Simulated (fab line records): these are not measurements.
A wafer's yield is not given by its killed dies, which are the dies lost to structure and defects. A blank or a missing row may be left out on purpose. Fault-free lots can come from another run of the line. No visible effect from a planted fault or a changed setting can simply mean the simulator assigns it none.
fab line records    flow rit_cmos
record: lots: 12  wafers: 36  last_day: 7
route steps=202 shown NSD@137 SILICIDE@162 M1@202
lots untouched by any fault: they come from a run of this same line in which no faults occurred
start_h: the number of hours between the record's first day and the start of the first shown wafer of the lot    wait_h: hours since the lot's step before    " same as the row above    L1.1+2: a single row standing in for several wafers    - no value present, or no start provided    * or withheld: withheld    < > ~ a bound
route shown NAME@n: names a module that has steps shown in the file, with the first one's number in the route    usual: average and standard deviation across the fault-free wafers    same: alike in all rows    chamber/n: place in a boat    sites: per-site readings    _std_site: standard deviation of those values    _edge_site: the outer-site mean with the inner-site mean subtracted    radius_mm: for every site, how far away it sits from the centre of the wafer    mask NAME#n: copy n    behind: the most recent tool/chamber to have shaped the wafer    hold: why the lot went on hold/how many hours it stayed there/how the hold came to an end    device: whichever transistor did not switch (one of n, p or np)    end of line: the tests these same wafers got at the end of their route    step lacking rows: just its recipe    killed: not the wafer's yield, but the dies lost to structure and defects at the first sort    map: a wafer's dies, marking killed ones x, the rest . and places with no die _
set.NAME: the run value of the setting; set.NAME@STEP: its run value at that earlier step    model.NAME: the simulator's own value behind a step, which no gauge read
one table for each step of the route and one row for each wafer, over a sample of lots
services: the hour from which a tool's chamber was out of use, counted from the record's first day as start_h (under 0 if before that day), plus the number of hours and why
== steps ==
step: RIT_NSD_OVL_MEAS_06
usual: NSD_OVL: 0.7/1.3
lot.wafer  tool        chamber  start_h  wait_h  NSD_OVL[nm]
L314.1     overlay-01  -        52.42    -       -1.2
L314.2     "           -        "        "       1.0
L314.5     "           -        "        "       -0.2
L315.3     overlay-02  -        55.11    -       -0.6
L315.4     "           -        "        "       -0.9
L315.5     "           -        "        "       -0.1
L316.1     overlay-02  -        58.56    -       1.9
L316.2     "           -        "        "       2.3
L316.6     "           -        "        "       1.3
L317.3     overlay-02  -        62.38    -       1.2
L317.5     "           -        "        "       1.6
L317.6     "           -        "        "       2.2
L323.1     overlay-02  -        96.93    -       -1.5
L323.3     "           -        "        "       -0.1
L323.5     "           -        "        "       -1.5
L328.4     overlay-02  -        124.05   -       2.4
L328.5     "           -        "        "       3.1
L328.6     "           -        "        "       1.6
L330.1     overlay-01  -        129.52   -       3.0
L330.3     "           -        "        "       2.6
L330.5     "           -        "        "       2.8
L331.2     overlay-02  -        139.50   -       0.4
L331.3     "           -        "        "       0.3
L331.6     "           -        "        "       2.1
L332.3     overlay-01  -        144.96   -       1.0
L332.4     "           -        "        "       1.5
L332.5     "           -        "        "       0.4
L335.1     overlay-02  -        164.02   -       0.6
L335.4     "           -        "        "       1.1
L335.5     "           -        "        "       0.0
L337.1     overlay-02  -        166.58   -       1.0
L337.3     "           -        "        "       1.5
L337.4     "           -        "        "       1.2
L336.2     overlay-01  -        166.83   -       0.7
L336.3     "           -        "        "       -0.3
L336.5     "           -        "        "       1.7
step: RIT_SILICIDE_SPUTTER_01
recipe: material: Ti  target_thk_nm: 30  power_w: 361.5  chamber_pressure_pa: 0.667  gas: Ar  time_s: 240  substrate_temp_c: 25
usual: throttle_valve_pct: 29.6/1.4
lot.wafer  tool            chamber  start_h  wait_h  throttle_valve_pct
L314.1     pvd_sputter-01  -        55.35    0.0     30.3
L314.2     "               -        "        "       28.3
L314.5     "               -        "        "       30.6
L315.3     pvd_sputter-04  -        58.20    0.0     27.8
L315.4     "               -        "        "       32.1
L315.5     "               -        "        "       27.9
L316.1     pvd_sputter-04  -        61.73    0.0     27.5
L316.2     "               -        "        "       28.0
L316.6     "               -        "        "       28.1
L317.3     pvd_sputter-02  -        65.48    0.0     28.8
L317.5     "               -        "        "       29.9
L317.6     "               -        "        "       31.4
L323.1     pvd_sputter-02  -        99.86    0.0     30.0
L323.3     "               -        "        "       28.3
L323.5     "               -        "        "       28.7
L328.4     pvd_sputter-01  -        126.99   0.0     30.6
L328.5     "               -        "        "       28.3
L328.6     "               -        "        "       30.7
L330.1     pvd_sputter-01  -        132.57   0.0     30.1
L330.3     "               -        "        "       30.3
L330.5     "               -        "        "       30.7
L331.2     pvd_sputter-04  -        142.44   0.0     27.9
L331.3     "               -        "        "       27.5
L331.6     "               -        "        "       27.9
L332.3     pvd_sputter-04  -        148.22   0.0     32.2
L332.4     "               -        "        "       28.0
L332.5     "               -        "        "       32.0
L335.1     pvd_sputter-01  -        166.96   0.0     30.1
L335.4     "               -        "        "       28.4
L335.5     "               -        "        "       28.4
L337.1     pvd_sputter-04  -        169.66   0.0     27.6
L337.3     "               -        "        "       27.7
L337.4     "               -        "        "       32.0
L336.2     pvd_sputter-01  -        169.88   0.0     30.3
L336.3     "               -        "        "       30.6
L336.5     "               -        "        "       30.5
step: RIT_SILICIDE_RS_MEAS_02
recipe: thk_meas_gauge: four-point-probe  reads: Ti_of_SILICIDE_SPUTTER_01
usual: SILICIDE_TI_RS: 46.0/0.65
lot.wafer  tool           chamber  start_h  wait_h  SILICIDE_TI_RS[ohm/sq]
L314.1     film_metro-01  -        55.50    0.1     46.7
L314.2     "              -        "        "       47.1
L314.5     "              -        "        "       46.6
L315.3     film_metro-02  -        58.39    0.1     46.0
L315.4     "              -        "        "       44.7
L315.5     "              -        "        "       46.1
L316.1     film_metro-04  -        61.88    0.1     47.0
L316.2     "              -        "        "       45.9
L316.6     "              -        "        "       46.3
L317.3     film_metro-01  -        65.67    0.1     46.0
L317.5     "              -        "        "       46.3
L317.6     "              -        "        "       46.2
L323.1     film_metro-01  -        100.01   0.1     49.5
L323.3     "              -        "        "       45.1
L323.5     "              -        "        "       45.2
L328.4     film_metro-01  -        127.20   0.1     46.1
L328.5     "              -        "        "       46.4
L328.6     "              -        "        "       45.3
L330.1     film_metro-01  -        132.72   0.1     46.1
L330.3     "              -        "        "       45.1
L330.5     "              -        "        "       45.5
L331.2     film_metro-01  -        142.61   0.1     45.3
L331.3     "              -        "        "       45.8
L331.6     "              -        "        "       45.3
L332.3     film_metro-02  -        148.41   0.1     44.9
L332.4     "              -        "        "       46.5
L332.5     "              -        "        "       45.2
L335.1     film_metro-01  -        167.11   0.1     45.8
L335.4     "              -        "        "       46.9
L335.5     "              -        "        "       46.8
L337.1     film_metro-02  -        169.81   0.1     45.7
L337.3     "              -        "        "       45.7
L337.4     "              -        "        "       44.9
L336.2     film_metro-01  -        170.05   0.1     44.8
L336.3     "              -        "        "       45.4
L336.5     "              -        "        "       45.5
step: RIT_SILICIDE_THK_MEAS_03
recipe: thk_meas_gauge: xrf  reads: Ti_of_SILICIDE_SPUTTER_01
usual: SILICIDE_TI_THK: 30.7/0.36
lot.wafer  tool           chamber  start_h  wait_h  SILICIDE_TI_THK[nm]
L314.1     film_metro-01  -        55.62    0.1     30.3
L314.2     "              -        "        "       30.1
L314.5     "              -        "        "       30.3
L315.3     film_metro-02  -        58.49    0.1     30.9
L315.4     "              -        "        "       31.6
L315.5     "              -        "        "       30.8
L316.1     film_metro-04  -        62.00    0.1     30.1
L316.2     "              -        "        "       30.7
L316.6     "              -        "        "       30.4
L317.3     film_metro-01  -        65.77    0.1     30.6
L317.5     "              -        "        "       30.4
L317.6     "              -        "        "       30.4
L323.1     film_metro-01  -        100.13   0.1     28.9
L323.3     "              -        "        "       31.1
L323.5     "              -        "        "       31.0
L328.4     film_metro-01  -        127.29   0.1     30.4
L328.5     "              -        "        "       30.4
L328.6     "              -        "        "       30.9
L330.1     film_metro-01  -        132.84   0.1     30.5
L330.3     "              -        "        "       31.2
L330.5     "              -        "        "       30.8
L331.2     film_metro-01  -        142.72   0.1     30.9
L331.3     "              -        "        "       30.8
L331.6     "              -        "        "       31.1
L332.3     film_metro-02  -        148.51   0.1     31.4
L332.4     "              -        "        "       30.7
L332.5     "              -        "        "       31.4
L335.1     film_metro-01  -        167.23   0.1     30.7
L335.4     "              -        "        "       30.2
L335.5     "              -        "        "       30.3
L337.1     film_metro-02  -        169.93   0.1     31.0
L337.3     "              -        "        "       31.3
L337.4     "              -        "        "       31.6
L336.2     film_metro-01  -        170.16   0.1     31.2
L336.3     "              -        "        "       30.8
L336.5     "              -        "        "       30.8
step: RIT_M1_PROBE_99
usual: killed_at_contacts: 0.1/0.28  killed_at_front_end: 7.0/2.9  killed_dies: 7.0/2.9  killed_open: 3.4/2.1  killed_short: 3.6/1.7
same: gross_dies: 264  killed_at_M0_to_M3: 0  killed_at_M4_up: 0  killed_at_back_side: 0  killed_at_other: 0
lot.wafer  tool       chamber  start_h  wait_h  killed_at_contacts  killed_at_front_end  killed_dies  killed_open  killed_short
L323.1     prober-02  -        106.85   0.1     0                   4                    4            2            2
L323.3     prober-02  -        106.95   0.2     0                   4                    4            1            3
L323.5     prober-02  -        107.05   0.2     0                   5                    5            1            4
killed by level:class
L323.1 GATE:geometric_particle:open=2 FOX2:geometric_particle:short=1 SILICIDE:geometric_particle:short=1
L323.3 FOX2:geometric_particle:open=1 FOX2:geometric_particle:short=1 GATE:geometric_particle:short=1 SILICIDE:geometric_particle:short=1
L323.5 SPACER:geometric_particle:short=2 GATE:geometric_particle:short=1 GATE:geometric_particle:open=1 REOX:geometric_particle:short=1
== services ==
tool            chamber  start_h  hours  kind
pvd_sputter-04  -        47.80    1.7    repair
pvd_sputter-04  -        92.36    1.4    repair
pvd_sputter-01  -        111.26   4.3    repair
pvd_sputter-02  -        141.45   3.2    repair
pvd_sputter-02  -        161.72   9.3    repair
pvd_sputter-02  -        167.20   0.7    repair
pvd_sputter-02  -        169.51   3.9    repair
== key ==
first_sign: step: RIT_SILICIDE_RS_MEAS_02  reading: SILICIDE_TI_RS  direction: up  sigmas: 5.4  usual: 46.0  struck: 49.5
effect: step: RIT_SILICIDE_THK_MEAS_03  reading: SILICIDE_TI_THK  direction: down  sigmas: 5.2  usual: 30.7  struck: 28.9
met_at RIT_SILICIDE_SPUTTER_01
struck_lots L323
struck_wafers L323.1
tester_left_out L323
not_acting_at RIT_NSD_OVL_MEAS_06
onset_between 65.48 99.86
fault: kind: process_parameter_drift  tool: pvd_sputter-02  chamber: -  onset_h: 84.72  steps: RIT_SILICIDE_SPUTTER_01  channel: time_s  offset: *  shape: step  end_h: 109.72  stated: *  scope: struck_wafers_only
tester_left_out: of these lots the tester's yield and bins aren't shown, on N5 and GAA mostly nor the transistor test; their killed dies are dies lost to structure and defects alone, not to doping, threshold or leakage, so they don't give the yield
